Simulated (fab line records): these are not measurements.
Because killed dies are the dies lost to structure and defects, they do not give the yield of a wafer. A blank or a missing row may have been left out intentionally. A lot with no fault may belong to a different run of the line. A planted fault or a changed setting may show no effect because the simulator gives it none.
fab line records || flow berkeley-cmos170
[record] {"lots": 7, "wafers": 21, "last-day": 11}
route steps=331 shown NVT@113 PVT@115 GATE@125 FIELD@126
lots untouched by any fault: they come from a run of this same line in which no faults occurred
start-h: hours from the record's first day to the start of the lot's first wafer shown || wait-h: how many hours have passed since the lot's step before this one || " the same as in the row above || L1.1+2: a single row standing in for several wafers || - value missing, or start not given || * or withheld: withheld || < > ~ a bound
route shown NAME@n: names a module that has steps shown in the file, with the first one's number in the route || usual: average and standard deviation across the fault-free wafers || same: alike in all rows || chamber/n: place in a boat || sites: each site's reading || _std_site: how widely they spread, as a standard deviation || _edge_site: the outer-site mean with the inner-site mean subtracted || radius-mm: how far each site lies from the wafer's centre || mask NAME#n: copy n || behind: tool/chamber where the wafer was last shaped || hold: reason for holding the lot/hours on hold/outcome of the hold || device: names the non-switching transistor (n, p or np) || end of line: the tests these same wafers got at the end of their route || where a step has no rows: the recipe by itself || killed: dies that structure and defects cost at the first sort, which is not the same as the wafer's yield || map: a wafer's dies, marking killed ones x, the rest . and places with no die _
set.NAME: the setting the step ran with; set.NAME@STEP: the setting that earlier step ran with || model.NAME: the simulator's own value behind a step, which no gauge read
lots at selected steps of the route; one table per step, one row per wafer
services: when a tool's chamber went out of use (start-h, in hours from the record's first day, below 0 if earlier), for how many hours, and the reason
[[steps]]
[step UCB170_NVT_TW_MEAS_09]
[usual] {"NVT_TW": "522/7.3"}
{"lot.wafer": "L887.2", "tool": "film-metro-03", "chamber": "-", "start-h": 117.04, "wait-h": 0.1, "NVT_TW": 515}
{"lot.wafer": "L887.5", "tool": "film-metro-03", "chamber": "-", "start-h": 117.04, "wait-h": 0.1, "NVT_TW": 512}
{"lot.wafer": "L887.6", "tool": "film-metro-03", "chamber": "-", "start-h": 117.04, "wait-h": 0.1, "NVT_TW": 512}
{"lot.wafer": "L890.1", "tool": "film-metro-02", "chamber": "-", "start-h": 133.76, "wait-h": 0.1, "NVT_TW": 520}
{"lot.wafer": "L890.3", "tool": "film-metro-02", "chamber": "-", "start-h": 133.76, "wait-h": 0.1, "NVT_TW": 523}
{"lot.wafer": "L890.6", "tool": "film-metro-02", "chamber": "-", "start-h": 133.76, "wait-h": 0.1, "NVT_TW": 518}
{"lot.wafer": "L891.2", "tool": "film-metro-02", "chamber": "-", "start-h": 146.83, "wait-h": 0.1, "NVT_TW": 523}
{"lot.wafer": "L891.4", "tool": "film-metro-02", "chamber": "-", "start-h": 146.83, "wait-h": 0.1, "NVT_TW": 521}
{"lot.wafer": "L891.5", "tool": "film-metro-02", "chamber": "-", "start-h": 146.83, "wait-h": 0.1, "NVT_TW": 521}
{"lot.wafer": "L894.1", "tool": "film-metro-01", "chamber": "-", "start-h": 147.10, "wait-h": 0.1, "NVT_TW": 531}
{"lot.wafer": "L894.3", "tool": "film-metro-01", "chamber": "-", "start-h": 147.10, "wait-h": 0.1, "NVT_TW": 528}
{"lot.wafer": "L894.6", "tool": "film-metro-01", "chamber": "-", "start-h": 147.10, "wait-h": 0.1, "NVT_TW": 530}
{"lot.wafer": "L892.2", "tool": "film-metro-02", "chamber": "-", "start-h": 147.11, "wait-h": 0.1, "NVT_TW": 519}
{"lot.wafer": "L892.3", "tool": "film-metro-02", "chamber": "-", "start-h": 147.11, "wait-h": 0.1, "NVT_TW": 520}
{"lot.wafer": "L892.4", "tool": "film-metro-02", "chamber": "-", "start-h": 147.11, "wait-h": 0.1, "NVT_TW": 522}
{"lot.wafer": "L902.2", "tool": "film-metro-03", "chamber": "-", "start-h": 186.40, "wait-h": 0.1, "NVT_TW": 514}
{"lot.wafer": "L902.3", "tool": "film-metro-03", "chamber": "-", "start-h": 186.40, "wait-h": 0.1, "NVT_TW": 514}
{"lot.wafer": "L902.6", "tool": "film-metro-03", "chamber": "-", "start-h": 186.40, "wait-h": 0.1, "NVT_TW": 514}
{"lot.wafer": "L910.1", "tool": "film-metro-03", "chamber": "-", "start-h": 227.87, "wait-h": 0.1, "NVT_TW": 517}
{"lot.wafer": "L910.3", "tool": "film-metro-03", "chamber": "-", "start-h": 227.87, "wait-h": 0.1, "NVT_TW": 516}
{"lot.wafer": "L910.4", "tool": "film-metro-03", "chamber": "-", "start-h": 227.87, "wait-h": 0.1, "NVT_TW": 518}
[step UCB170_NVT_CLEAN_10]
[recipe] {"chemistry": "SPM", "temp-c": 120, "time-s": 600}
[step UCB170_PVT_HMDS_00]
[recipe] {"prime-time-s": 60, "prime-temp-c": 100}
[step UCB170_PVT_COAT_01]
[recipe] {"resist": "KrF", "spin-rpm": 1500, "resist-thk-nm": 900}
[step UCB170_PVT_SOFTBAKE_02]
[recipe] {"resist": "KrF", "temp-c": 130, "time-s": 60}
[step UCB170_PVT_EXPOSE_03]
[recipe] {"mask-id": "NWELL", "target-cd-nm": 3000, "na": 0.5, "sigma-outer": 0.6, "source-shape": "conventional", "dose-mj": 30}
[step UCB170_PVT_PEB_04]
[recipe] {"peb-temp-c": 130, "peb-time-s": "withheld", "resist": "KrF"}
[step UCB170_PVT_DEVELOP_05]
[recipe] {"developer": "TMAH", "develop-time-s": 45, "resist": "KrF", "dev-temp-c": 21}
[step UCB170_PVT_OVL_MEAS_06]
[usual] {"PVT_OVL": "1/5.3"}
{"lot.wafer": "L887.2", "tool": "overlay-02", "chamber": "-", "start-h": 120.88, "wait-h": "-", "PVT_OVL[nm]": -4}
{"lot.wafer": "L887.5", "tool": "overlay-02", "chamber": "-", "start-h": 120.88, "wait-h": "-", "PVT_OVL[nm]": 0}
{"lot.wafer": "L887.6", "tool": "overlay-02", "chamber": "-", "start-h": 120.88, "wait-h": "-", "PVT_OVL[nm]": 3}
{"lot.wafer": "L890.1", "tool": "overlay-02", "chamber": "-", "start-h": 135.60, "wait-h": "-", "PVT_OVL[nm]": 9}
{"lot.wafer": "L890.3", "tool": "overlay-02", "chamber": "-", "start-h": 135.60, "wait-h": "-", "PVT_OVL[nm]": 6}
{"lot.wafer": "L890.6", "tool": "overlay-02", "chamber": "-", "start-h": 135.60, "wait-h": "-", "PVT_OVL[nm]": 5}
{"lot.wafer": "L891.2", "tool": "overlay-02", "chamber": "-", "start-h": 149.04, "wait-h": "-", "PVT_OVL[nm]": 4}
{"lot.wafer": "L891.4", "tool": "overlay-02", "chamber": "-", "start-h": 149.04, "wait-h": "-", "PVT_OVL[nm]": 0}
{"lot.wafer": "L891.5", "tool": "overlay-02", "chamber": "-", "start-h": 149.04, "wait-h": "-", "PVT_OVL[nm]": -1}
{"lot.wafer": "L894.1", "tool": "overlay-01", "chamber": "-", "start-h": 149.16, "wait-h": "-", "PVT_OVL[nm]": 0}
{"lot.wafer": "L894.3", "tool": "overlay-01", "chamber": "-", "start-h": 149.16, "wait-h": "-", "PVT_OVL[nm]": 0}
{"lot.wafer": "L894.6", "tool": "overlay-01", "chamber": "-", "start-h": 149.16, "wait-h": "-", "PVT_OVL[nm]": -4}
{"lot.wafer": "L892.2", "tool": "overlay-02", "chamber": "-", "start-h": 149.17, "wait-h": "-", "PVT_OVL[nm]": 1}
{"lot.wafer": "L892.3", "tool": "overlay-02", "chamber": "-", "start-h": 149.17, "wait-h": "-", "PVT_OVL[nm]": -8}
{"lot.wafer": "L892.4", "tool": "overlay-02", "chamber": "-", "start-h": 149.17, "wait-h": "-", "PVT_OVL[nm]": 3}
{"lot.wafer": "L902.2", "tool": "overlay-01", "chamber": "-", "start-h": 189.66, "wait-h": "-", "PVT_OVL[nm]": -5}
{"lot.wafer": "L902.3", "tool": "overlay-01", "chamber": "-", "start-h": 189.66, "wait-h": "-", "PVT_OVL[nm]": -9}
{"lot.wafer": "L902.6", "tool": "overlay-01", "chamber": "-", "start-h": 189.66, "wait-h": "-", "PVT_OVL[nm]": 0}
{"lot.wafer": "L910.1", "tool": "overlay-02", "chamber": "-", "start-h": 229.27, "wait-h": "-", "PVT_OVL[nm]": 7}
{"lot.wafer": "L910.3", "tool": "overlay-02", "chamber": "-", "start-h": 229.27, "wait-h": "-", "PVT_OVL[nm]": 0}
{"lot.wafer": "L910.4", "tool": "overlay-02", "chamber": "-", "start-h": 229.27, "wait-h": "-", "PVT_OVL[nm]": 8}
[step UCB170_PVT_IMPLANT_07]
[recipe] {"species": "P", "dose-cm2": 2e+12, "energy-kev": 30, "tilt-deg": 7}
[step UCB170_PVT_STRIP_08]
[recipe] {"chemistry": "O2", "power-w": 400, "pressure-mtorr": 3500, "platen-temp-c": "withheld", "o2-flow-sccm": 400, "overash-fraction": 0.5}
[usual] {"drypump-motor-current-A": "5.7/0.35", "o2-flow-sccm": "400.3/1.2", "oes-product-au": "0.734/0.0046", "strip-time-to-endpoint-s": "21.68/0.084"}
{"lot.wafer": "L887.2", "tool": "plasma-asher-01", "chamber": 1, "start-h": 121.06, "wait-h": 0.1, "drypump-motor-current-A": 5.7, "o2-flow-sccm": 398.4, "oes-product-au": 0.732, "rf-hours-counter-h": 46, "strip-time-to-endpoint-s": 21.51}
{"lot.wafer": "L887.5", "tool": "plasma-asher-01", "chamber": 1, "start-h": 121.06, "wait-h": 0.1, "drypump-motor-current-A": 5.7, "o2-flow-sccm": 399.1, "oes-product-au": 0.726, "rf-hours-counter-h": "-", "strip-time-to-endpoint-s": 21.51}
{"lot.wafer": "L887.6", "tool": "plasma-asher-01", "chamber": 0, "start-h": 121.06, "wait-h": 0.1, "drypump-motor-current-A": 5.4, "o2-flow-sccm": 402.4, "oes-product-au": 0.733, "rf-hours-counter-h": "-", "strip-time-to-endpoint-s": 21.60}
{"lot.wafer": "L890.1", "tool": "plasma-asher-03", "chamber": 0, "start-h": 135.79, "wait-h": 0.1, "drypump-motor-current-A": 6.1, "o2-flow-sccm": 399.9, "oes-product-au": 0.741, "rf-hours-counter-h": 2, "strip-time-to-endpoint-s": 21.68}
{"lot.wafer": "L890.3", "tool": "plasma-asher-03", "chamber": 0, "start-h": 135.79, "wait-h": 0.1, "drypump-motor-current-A": 6.1, "o2-flow-sccm": 400.0, "oes-product-au": 0.729, "rf-hours-counter-h": "-", "strip-time-to-endpoint-s": 21.67}
{"lot.wafer": "L890.6", "tool": "plasma-asher-03", "chamber": 0, "start-h": 135.79, "wait-h": 0.1, "drypump-motor-current-A": 6.1, "o2-flow-sccm": 399.1, "oes-product-au": 0.730, "rf-hours-counter-h": "-", "strip-time-to-endpoint-s": 21.69}
{"lot.wafer": "L891.2", "tool": "plasma-asher-01", "chamber": 1, "start-h": 149.22, "wait-h": 0.1, "drypump-motor-current-A": 5.7, "o2-flow-sccm": 398.8, "oes-product-au": 0.730, "rf-hours-counter-h": 49, "strip-time-to-endpoint-s": 21.62}
{"lot.wafer": "L891.4", "tool": "plasma-asher-01", "chamber": 0, "start-h": 149.22, "wait-h": 0.1, "drypump-motor-current-A": 5.4, "o2-flow-sccm": 401.3, "oes-product-au": 0.741, "rf-hours-counter-h": "-", "strip-time-to-endpoint-s": 21.59}
{"lot.wafer": "L891.5", "tool": "plasma-asher-01", "chamber": 0, "start-h": 149.22, "wait-h": 0.1, "drypump-motor-current-A": 5.4, "o2-flow-sccm": 401.1, "oes-product-au": 0.744, "rf-hours-counter-h": "-", "strip-time-to-endpoint-s": 21.60}
{"lot.wafer": "L892.2", "tool": "plasma-asher-01", "chamber": 0, "start-h": 149.35, "wait-h": 0.1, "drypump-motor-current-A": 5.4, "o2-flow-sccm": 398.9, "oes-product-au": 0.731, "rf-hours-counter-h": 49, "strip-time-to-endpoint-s": 21.53}
{"lot.wafer": "L892.3", "tool": "plasma-asher-01", "chamber": 0, "start-h": 149.35, "wait-h": 0.1, "drypump-motor-current-A": 5.4, "o2-flow-sccm": 398.5, "oes-product-au": 0.734, "rf-hours-counter-h": "-", "strip-time-to-endpoint-s": 21.61}
{"lot.wafer": "L892.4", "tool": "plasma-asher-01", "chamber": 1, "start-h": 149.35, "wait-h": 0.1, "drypump-motor-current-A": 5.7, "o2-flow-sccm": 399.2, "oes-product-au": 0.732, "rf-hours-counter-h": "-", "strip-time-to-endpoint-s": 21.64}
{"lot.wafer": "L894.1", "tool": "plasma-asher-03", "chamber": 0, "start-h": 149.35, "wait-h": 0.1, "drypump-motor-current-A": 6.1, "o2-flow-sccm": 399.8, "oes-product-au": 0.744, "rf-hours-counter-h": 3, "strip-time-to-endpoint-s": 21.84}
{"lot.wafer": "L894.3", "tool": "plasma-asher-03", "chamber": 0, "start-h": 149.35, "wait-h": 0.1, "drypump-motor-current-A": 6.1, "o2-flow-sccm": 399.9, "oes-product-au": 0.739, "rf-hours-counter-h": "-", "strip-time-to-endpoint-s": 21.84}
{"lot.wafer": "L894.6", "tool": "plasma-asher-03", "chamber": 0, "start-h": 149.35, "wait-h": 0.1, "drypump-motor-current-A": 6.1, "o2-flow-sccm": 401.0, "oes-product-au": 0.729, "rf-hours-counter-h": "-", "strip-time-to-endpoint-s": 21.77}
{"lot.wafer": "L902.2", "tool": "plasma-asher-01", "chamber": 0, "start-h": 189.84, "wait-h": 0.1, "drypump-motor-current-A": 5.4, "o2-flow-sccm": 397.7, "oes-product-au": 0.728, "rf-hours-counter-h": 53, "strip-time-to-endpoint-s": 21.55}
{"lot.wafer": "L902.3", "tool": "plasma-asher-01", "chamber": 1, "start-h": 189.84, "wait-h": 0.1, "drypump-motor-current-A": 5.6, "o2-flow-sccm": 399.9, "oes-product-au": 0.734, "rf-hours-counter-h": "-", "strip-time-to-endpoint-s": 21.52}
{"lot.wafer": "L902.6", "tool": "plasma-asher-01", "chamber": 0, "start-h": 189.84, "wait-h": 0.1, "drypump-motor-current-A": 5.4, "o2-flow-sccm": 399.3, "oes-product-au": 0.734, "rf-hours-counter-h": "-", "strip-time-to-endpoint-s": 21.60}
{"lot.wafer": "L910.1", "tool": "plasma-asher-01", "chamber": 0, "start-h": 229.45, "wait-h": 0.1, "drypump-motor-current-A": 5.4, "o2-flow-sccm": 401.0, "oes-product-au": 0.729, "rf-hours-counter-h": 58, "strip-time-to-endpoint-s": 21.67}
{"lot.wafer": "L910.3", "tool": "plasma-asher-01", "chamber": 1, "start-h": 229.45, "wait-h": 0.1, "drypump-motor-current-A": 5.6, "o2-flow-sccm": 399.5, "oes-product-au": 0.734, "rf-hours-counter-h": "-", "strip-time-to-endpoint-s": 21.59}
{"lot.wafer": "L910.4", "tool": "plasma-asher-01", "chamber": 0, "start-h": 229.45, "wait-h": 0.1, "drypump-motor-current-A": 5.4, "o2-flow-sccm": 399.2, "oes-product-au": 0.730, "rf-hours-counter-h": "-", "strip-time-to-endpoint-s": 21.55}
[step UCB170_PVT_TW_MEAS_09]
[usual] {"PVT_TW": "503/4.3"}
{"lot.wafer": "L887.2", "tool": "film-metro-03", "chamber": "-", "start-h": 121.17, "wait-h": 0.1, "PVT_TW": 496}
{"lot.wafer": "L887.5", "tool": "film-metro-03", "chamber": "-", "start-h": 121.17, "wait-h": 0.1, "PVT_TW": 493}
{"lot.wafer": "L887.6", "tool": "film-metro-03", "chamber": "-", "start-h": 121.17, "wait-h": 0.1, "PVT_TW": 497}
{"lot.wafer": "L890.1", "tool": "film-metro-03", "chamber": "-", "start-h": 135.89, "wait-h": 0.1, "PVT_TW": 495}
{"lot.wafer": "L890.3", "tool": "film-metro-03", "chamber": "-", "start-h": 135.89, "wait-h": 0.1, "PVT_TW": 496}
{"lot.wafer": "L890.6", "tool": "film-metro-03", "chamber": "-", "start-h": 135.89, "wait-h": 0.1, "PVT_TW": 497}
{"lot.wafer": "L891.2", "tool": "film-metro-02", "chamber": "-", "start-h": 149.33, "wait-h": 0.1, "PVT_TW": 504}
{"lot.wafer": "L891.4", "tool": "film-metro-02", "chamber": "-", "start-h": 149.33, "wait-h": 0.1, "PVT_TW": 503}
{"lot.wafer": "L891.5", "tool": "film-metro-02", "chamber": "-", "start-h": 149.33, "wait-h": 0.1, "PVT_TW": 503}
{"lot.wafer": "L894.1", "tool": "film-metro-03", "chamber": "-", "start-h": 149.45, "wait-h": 0.1, "PVT_TW": 500}
{"lot.wafer": "L894.3", "tool": "film-metro-03", "chamber": "-", "start-h": 149.45, "wait-h": 0.1, "PVT_TW": 501}
{"lot.wafer": "L894.6", "tool": "film-metro-03", "chamber": "-", "start-h": 149.45, "wait-h": 0.1, "PVT_TW": 503}
{"lot.wafer": "L892.2", "tool": "film-metro-04", "chamber": "-", "start-h": 149.46, "wait-h": 0.1, "PVT_TW": 504}
{"lot.wafer": "L892.3", "tool": "film-metro-04", "chamber": "-", "start-h": 149.46, "wait-h": 0.1, "PVT_TW": 506}
{"lot.wafer": "L892.4", "tool": "film-metro-04", "chamber": "-", "start-h": 149.46, "wait-h": 0.1, "PVT_TW": 503}
{"lot.wafer": "L902.2", "tool": "film-metro-04", "chamber": "-", "start-h": 189.95, "wait-h": 0.1, "PVT_TW": 504}
{"lot.wafer": "L902.3", "tool": "film-metro-04", "chamber": "-", "start-h": 189.95, "wait-h": 0.1, "PVT_TW": 506}
{"lot.wafer": "L902.6", "tool": "film-metro-04", "chamber": "-", "start-h": 189.95, "wait-h": 0.1, "PVT_TW": 507}
{"lot.wafer": "L910.1", "tool": "film-metro-02", "chamber": "-", "start-h": 229.55, "wait-h": 0.1, "PVT_TW": 503}
{"lot.wafer": "L910.3", "tool": "film-metro-02", "chamber": "-", "start-h": 229.55, "wait-h": 0.1, "PVT_TW": 504}
{"lot.wafer": "L910.4", "tool": "film-metro-02", "chamber": "-", "start-h": 229.55, "wait-h": 0.1, "PVT_TW": 504}
[step UCB170_GATE_WET_ETCH_00]
[recipe] {"chemistry": "dHF", "dilution": "25:1", "target": "SiO2", "temp-c": 25, "time-s": 200}
[usual] {"bath-heat-duty-pct": "6.6/0.68", "run-length-s": "229/4", "temp-c": "25.01/0.11", "time-s": "200/0"}
{"lot.wafer": "L887.2", "tool": "wet-bench-02", "chamber": 3, "start-h": 121.28, "wait-h": 0.1, "bath-heat-duty-pct": 7.0, "run-length-s": 231, "temp-c": 24.96, "time-s": 200, "model.SiO2_of_SCREENOX_OXIDATION_01.thk-nm": 0}
{"lot.wafer": "L887.5", "tool": "wet-bench-02", "chamber": 3, "start-h": 121.28, "wait-h": 0.1, "bath-heat-duty-pct": 7.3, "run-length-s": 231, "temp-c": 24.87, "time-s": 200, "model.SiO2_of_SCREENOX_OXIDATION_01.thk-nm": 0}
{"lot.wafer": "L887.6", "tool": "wet-bench-02", "chamber": 3, "start-h": 121.28, "wait-h": 0.1, "bath-heat-duty-pct": 6.6, "run-length-s": 231, "temp-c": 24.82, "time-s": 200, "model.SiO2_of_SCREENOX_OXIDATION_01.thk-nm": 0}
{"lot.wafer": "L890.1", "tool": "wet-bench-02", "chamber": 0, "start-h": 136.03, "wait-h": 0.1, "bath-heat-duty-pct": 6.5, "run-length-s": 234, "temp-c": 24.88, "time-s": 200, "model.SiO2_of_SCREENOX_OXIDATION_01.thk-nm": 0}
{"lot.wafer": "L890.3", "tool": "wet-bench-02", "chamber": 0, "start-h": 136.03, "wait-h": 0.1, "bath-heat-duty-pct": 5.9, "run-length-s": 234, "temp-c": 25.02, "time-s": 200, "model.SiO2_of_SCREENOX_OXIDATION_01.thk-nm": 0}
{"lot.wafer": "L890.6", "tool": "wet-bench-02", "chamber": 0, "start-h": 136.03, "wait-h": 0.1, "bath-heat-duty-pct": 7.0, "run-length-s": 234, "temp-c": 24.88, "time-s": 200, "model.SiO2_of_SCREENOX_OXIDATION_01.thk-nm": 0}
{"lot.wafer": "L891.2", "tool": "wet-bench-02", "chamber": 0, "start-h": 149.54, "wait-h": 0.2, "bath-heat-duty-pct": "-", "run-length-s": "-", "temp-c": "-", "time-s": "-", "model.SiO2_of_SCREENOX_OXIDATION_01.thk-nm": 14.43}
{"lot.wafer": "L891.4", "tool": "wet-bench-02", "chamber": 0, "start-h": 149.54, "wait-h": 0.2, "bath-heat-duty-pct": "-", "run-length-s": "-", "temp-c": "-", "time-s": "-", "model.SiO2_of_SCREENOX_OXIDATION_01.thk-nm": 14.5}
{"lot.wafer": "L891.5", "tool": "wet-bench-02", "chamber": 0, "start-h": 149.54, "wait-h": 0.2, "bath-heat-duty-pct": "-", "run-length-s": "-", "temp-c": "-", "time-s": "-", "model.SiO2_of_SCREENOX_OXIDATION_01.thk-nm": 14.62}
{"lot.wafer": "L892.2", "tool": "wet-bench-02", "chamber": 3, "start-h": 149.54, "wait-h": 0.1, "bath-heat-duty-pct": "-", "run-length-s": "-", "temp-c": "-", "time-s": "-", "model.SiO2_of_SCREENOX_OXIDATION_01.thk-nm": 14.28}
{"lot.wafer": "L892.3", "tool": "wet-bench-02", "chamber": 3, "start-h": 149.54, "wait-h": 0.1, "bath-heat-duty-pct": "-", "run-length-s": "-", "temp-c": "-", "time-s": "-", "model.SiO2_of_SCREENOX_OXIDATION_01.thk-nm": 14.06}
{"lot.wafer": "L892.4", "tool": "wet-bench-02", "chamber": 3, "start-h": 149.54, "wait-h": 0.1, "bath-heat-duty-pct": "-", "run-length-s": "-", "temp-c": "-", "time-s": "-", "model.SiO2_of_SCREENOX_OXIDATION_01.thk-nm": 14.45}
{"lot.wafer": "L894.1", "tool": "wet-bench-02", "chamber": 2, "start-h": 149.54, "wait-h": 0.1, "bath-heat-duty-pct": "-", "run-length-s": "-", "temp-c": "-", "time-s": "-", "model.SiO2_of_SCREENOX_OXIDATION_01.thk-nm": 14.36}
{"lot.wafer": "L894.3", "tool": "wet-bench-02", "chamber": 2, "start-h": 149.54, "wait-h": 0.1, "bath-heat-duty-pct": "-", "run-length-s": "-", "temp-c": "-", "time-s": "-", "model.SiO2_of_SCREENOX_OXIDATION_01.thk-nm": 14.18}
{"lot.wafer": "L894.6", "tool": "wet-bench-02", "chamber": 2, "start-h": 149.54, "wait-h": 0.1, "bath-heat-duty-pct": "-", "run-length-s": "-", "temp-c": "-", "time-s": "-", "model.SiO2_of_SCREENOX_OXIDATION_01.thk-nm": 14.31}
{"lot.wafer": "L902.2", "tool": "wet-bench-01", "chamber": 1, "start-h": 191.31, "wait-h": 1.4, "bath-heat-duty-pct": 5.5, "run-length-s": 225, "temp-c": 24.84, "time-s": 200, "model.SiO2_of_SCREENOX_OXIDATION_01.thk-nm": 0}
{"lot.wafer": "L902.3", "tool": "wet-bench-01", "chamber": 1, "start-h": 191.31, "wait-h": 1.4, "bath-heat-duty-pct": 5.7, "run-length-s": 225, "temp-c": 24.95, "time-s": 200, "model.SiO2_of_SCREENOX_OXIDATION_01.thk-nm": 0}
{"lot.wafer": "L902.6", "tool": "wet-bench-01", "chamber": 1, "start-h": 191.31, "wait-h": 1.4, "bath-heat-duty-pct": 5.0, "run-length-s": 225, "temp-c": 24.82, "time-s": 200, "model.SiO2_of_SCREENOX_OXIDATION_01.thk-nm": 0}
{"lot.wafer": "L910.1", "tool": "wet-bench-02", "chamber": 2, "start-h": 229.61, "wait-h": 0.1, "bath-heat-duty-pct": 7.9, "run-length-s": 225, "temp-c": 25.12, "time-s": 200, "model.SiO2_of_SCREENOX_OXIDATION_01.thk-nm": 0}
{"lot.wafer": "L910.3", "tool": "wet-bench-02", "chamber": 2, "start-h": 229.61, "wait-h": 0.1, "bath-heat-duty-pct": 7.0, "run-length-s": 225, "temp-c": 25.02, "time-s": 200, "model.SiO2_of_SCREENOX_OXIDATION_01.thk-nm": 0}
{"lot.wafer": "L910.4", "tool": "wet-bench-02", "chamber": 2, "start-h": 229.61, "wait-h": 0.1, "bath-heat-duty-pct": 6.1, "run-length-s": 225, "temp-c": 25.09, "time-s": 200, "model.SiO2_of_SCREENOX_OXIDATION_01.thk-nm": 0}
[step UCB170_FIELD_THK_MEAS_91]
[recipe] {"reads": "SiO2_of_FIELD_OXIDATION_01"}
[usual] {"FIELD_OXIDE_LEFT_2_THK": "347/12"}
{"lot.wafer": "L887.2", "tool": "film-metro-02", "chamber": "-", "start-h": 121.36, "wait-h": 0.0, "FIELD_OXIDE_LEFT_2_THK[nm]": 359}
{"lot.wafer": "L887.5", "tool": "film-metro-02", "chamber": "-", "start-h": 121.36, "wait-h": 0.0, "FIELD_OXIDE_LEFT_2_THK[nm]": 340}
{"lot.wafer": "L887.6", "tool": "film-metro-02", "chamber": "-", "start-h": 121.36, "wait-h": 0.0, "FIELD_OXIDE_LEFT_2_THK[nm]": 337}
{"lot.wafer": "L890.1", "tool": "film-metro-04", "chamber": "-", "start-h": 136.10, "wait-h": 0.0, "FIELD_OXIDE_LEFT_2_THK[nm]": 334}
{"lot.wafer": "L890.3", "tool": "film-metro-04", "chamber": "-", "start-h": 136.10, "wait-h": 0.0, "FIELD_OXIDE_LEFT_2_THK[nm]": 331}
{"lot.wafer": "L890.6", "tool": "film-metro-04", "chamber": "-", "start-h": 136.10, "wait-h": 0.0, "FIELD_OXIDE_LEFT_2_THK[nm]": 327}
{"lot.wafer": "L894.1", "tool": "film-metro-04", "chamber": "-", "start-h": 149.61, "wait-h": 0.0, "FIELD_OXIDE_LEFT_2_THK[nm]": 388}
{"lot.wafer": "L894.3", "tool": "film-metro-04", "chamber": "-", "start-h": 149.61, "wait-h": 0.0, "FIELD_OXIDE_LEFT_2_THK[nm]": 395}
{"lot.wafer": "L894.6", "tool": "film-metro-04", "chamber": "-", "start-h": 149.61, "wait-h": 0.0, "FIELD_OXIDE_LEFT_2_THK[nm]": 383}
{"lot.wafer": "L891.2", "tool": "film-metro-03", "chamber": "-", "start-h": 149.62, "wait-h": 0.0, "FIELD_OXIDE_LEFT_2_THK[nm]": 402}
{"lot.wafer": "L891.4", "tool": "film-metro-03", "chamber": "-", "start-h": 149.62, "wait-h": 0.0, "FIELD_OXIDE_LEFT_2_THK[nm]": 392}
{"lot.wafer": "L891.5", "tool": "film-metro-03", "chamber": "-", "start-h": 149.62, "wait-h": 0.0, "FIELD_OXIDE_LEFT_2_THK[nm]": 398}
{"lot.wafer": "L892.2", "tool": "film-metro-02", "chamber": "-", "start-h": 149.66, "wait-h": 0.0, "FIELD_OXIDE_LEFT_2_THK[nm]": 370}
{"lot.wafer": "L892.3", "tool": "film-metro-02", "chamber": "-", "start-h": 149.66, "wait-h": 0.0, "FIELD_OXIDE_LEFT_2_THK[nm]": 360}
{"lot.wafer": "L892.4", "tool": "film-metro-02", "chamber": "-", "start-h": 149.66, "wait-h": 0.0, "FIELD_OXIDE_LEFT_2_THK[nm]": 378}
{"lot.wafer": "L902.2", "tool": "film-metro-04", "chamber": "-", "start-h": 191.39, "wait-h": 0.0, "FIELD_OXIDE_LEFT_2_THK[nm]": 358}
{"lot.wafer": "L902.3", "tool": "film-metro-04", "chamber": "-", "start-h": 191.39, "wait-h": 0.0, "FIELD_OXIDE_LEFT_2_THK[nm]": 353}
{"lot.wafer": "L902.6", "tool": "film-metro-04", "chamber": "-", "start-h": 191.39, "wait-h": 0.0, "FIELD_OXIDE_LEFT_2_THK[nm]": 343}
{"lot.wafer": "L910.1", "tool": "film-metro-04", "chamber": "-", "start-h": 229.68, "wait-h": 0.0, "FIELD_OXIDE_LEFT_2_THK[nm]": 358}
{"lot.wafer": "L910.3", "tool": "film-metro-04", "chamber": "-", "start-h": 229.68, "wait-h": 0.0, "FIELD_OXIDE_LEFT_2_THK[nm]": 371}
{"lot.wafer": "L910.4", "tool": "film-metro-04", "chamber": "-", "start-h": 229.68, "wait-h": 0.0, "FIELD_OXIDE_LEFT_2_THK[nm]": 367}
[step UCB170_GATE_OXIDATION_01]
[recipe] {"temp-c": 850, "ambient": "O2", "target-thk-a": 66, "ox-time-s": 1800}
[[services]]
{"tool": "plasma-asher-03", "chamber": "-", "start-h": 108.75, "hours": 9.0, "kind": "pm"}
{"tool": "plasma-asher-03", "chamber": 0, "start-h": 108.75, "hours": 9.0, "kind": "vent-cycle"}
{"tool": "plasma-asher-03", "chamber": 1, "start-h": 108.75, "hours": 9.0, "kind": "vent-cycle"}
{"tool": "plasma-asher-03", "chamber": 0, "start-h": 117.75, "hours": "-", "kind": "clean"}
{"tool": "plasma-asher-03", "chamber": 1, "start-h": 117.75, "hours": "-", "kind": "clean"}
{"tool": "plasma-asher-03", "chamber": "-", "start-h": 145.40, "hours": 1.4, "kind": "repair"}
{"tool": "plasma-asher-01", "chamber": "-", "start-h": 187.48, "hours": 1.1, "kind": "repair"}
[[key]]
[first-sign] {"step": "UCB170_GATE_WET_ETCH_00", "reading": "tool-record", "direction": "missing"}
[effect] {"step": "UCB170_FIELD_THK_MEAS_91", "reading": "FIELD_OXIDE_LEFT_2_THK", "direction": "up", "sigmas": 3.2, "usual": 347, "struck": 385}
[model-effect] {"step": "UCB170_GATE_WET_ETCH_00", "value": "SiO2_of_SCREENOX_OXIDATION_01.thk-nm", "without": 0, "struck": 14.35}
met-at UCB170_GATE_WET_ETCH_00
struck-wafers L891.2,L891.4,L891.5,L892.2,L892.3,L892.4,L894.1,L894.3,L894.6
later-rows-left-out L891.2,L891.4,L891.5,L892.2,L892.3,L892.4,L894.1,L894.3,L894.6
sort-left-out L891.2,L891.4,L891.5,L892.2,L892.3,L892.4,L894.1,L894.3,L894.6
tester-left-out L891,L892,L894
onset-between 136.03 149.54
[fault] {"kind": "skipped-step-whole", "tool": "wet-bench-02", "chamber": "-", "onset-h": 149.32, "steps": "UCB170_GATE_WET_ETCH_00", "scope": "struck-lots-only"}
// tester-left-out: of these lots the tester's yield and bins aren't shown, on N5 and GAA mostly nor the transistor test; their killed dies are dies lost to structure and defects alone, not to doping, threshold or leakage, so they don't give the yield
// sort-left-out: the simulated sort isn't trusted on such a fault, so these wafers' sort isn't shown, and their yield isn't known
// later-rows-left-out: the simulator's readings of these wafers behind a module that went badly wrong aren't trusted and aren't shown, but for the sort
